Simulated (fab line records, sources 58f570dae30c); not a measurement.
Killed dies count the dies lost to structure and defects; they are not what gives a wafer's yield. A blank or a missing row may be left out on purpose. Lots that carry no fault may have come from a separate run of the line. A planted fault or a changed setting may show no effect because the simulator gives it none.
The tool behind it: which one? + flow berkeley_cmos170 + 7 lots, 21 wafers sampled, at 3 steps of a route of 331

## WHAT EACH GAUGE READ, for each wafer
UCB170_ACTIVE_THK_MEAS_06.
| lot  | measured    | on            | ACTIVE_NITRIDE_THK (nm) |
|------|-------------|---------------|-------------------------|
| L239 | day 5 04:34 | film_metro-01 | 219.2 219.1 219.3       |
| L241 | day 5 10:17 | film_metro-01 | 224.0 225.2 223.3       |
| L245 | day 6 10:19 | film_metro-04 | 214.5 215.7 216.3       |
| L248 | day 5 23:57 | film_metro-03 | 216.2 216.8 216.3       |
| L250 | day 7 00:31 | film_metro-01 | 233.8 251.1 264.7       |
| L254 | day 7 18:46 | film_metro-03 | 226.6 250.0 261.9       |
| L258 | day 8 19:59 | film_metro-03 | 220.3 219.7 221.4       |

## WHICH TOOL RAN EACH LOT (tool, then ch and the chambers of the sampled wafers, then the start)
| lot  | UCB170_ZERO_STRIP_07                | UCB170_ACTIVE_CVD_05       |
|------|-------------------------------------|----------------------------|
| L239 | plasma_asher-01 ch 0,1, day 2 12:31 | lpcvd-02 ch 1, day 5 02:38 |
| L241 | plasma_asher-01 ch 0,1, day 2 23:23 | lpcvd-01 ch 0, day 5 08:23 |
| L245 | plasma_asher-04 ch 0, day 3 23:43   | lpcvd-01 ch 1, day 6 07:22 |
| L248 | plasma_asher-04 ch 0,1, day 4 02:51 | lpcvd-02 ch 0, day 5 22:01 |
| L250 | plasma_asher-01 ch 0,1, day 4 19:59 | lpcvd-02 ch 0, day 6 22:35 |
| L254 | plasma_asher-02 ch 0,1, day 5 12:29 | lpcvd-02 ch 1, day 7 16:50 |
| L258 | plasma_asher-02 ch 0,1, day 6 08:15 | lpcvd-01 ch 1, day 8 18:05 |
- UCB170_ZERO_STRIP_07: strips in O2.
- UCB170_ACTIVE_CVD_05: deposits Si3N4 from SiH2Cl2/NH3, target thk 220 nm, time 3300 s.

## THE ANSWER, worked out from the rows above alone
Rule: what is usual is taken from the lots themselves. Put in order of their means at a reading, lots are off if they are a third of the lots or fewer, leave a main group of 4 or more, and stand apart from it by a gap of 3 or more times the standard deviation of the main group's means; of several such gaps the widest counts. The tables above print the reading to a certain number of digits; a main group whose means all agree to those digits is not used. Also off: a lot with no number at a reading for which 4 or more lots have one. Any other lot the step has rows for is counted as sound.
Off: L250, L254, seen at UCB170_ACTIVE_THK_MEAS_06 (ACTIVE_NITRIDE_THK). The main group has a mean of 219.2 nm with a standard deviation of 3.1.
A tool fits if, at a process step before that reading, it ran every lot that is off, and no sound lot after the first of them. Those tools and the gauges at UCB170_ACTIVE_THK_MEAS_06 are tried in the same way. One candidate fits, namely lpcvd-02 at UCB170_ACTIVE_CVD_05. Its last sound lot is L248 (day 5 22:01), its first lot that is off L250 (day 6 22:35): a fault that began between those two fits.

## WHAT WAS PUT IN BY THE SIMULATOR
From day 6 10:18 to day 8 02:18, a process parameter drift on lpcvd-02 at UCB170_ACTIVE_CVD_05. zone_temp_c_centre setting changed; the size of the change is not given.
Struck lots among those shown: L250, L254. The same result came from the rule above.
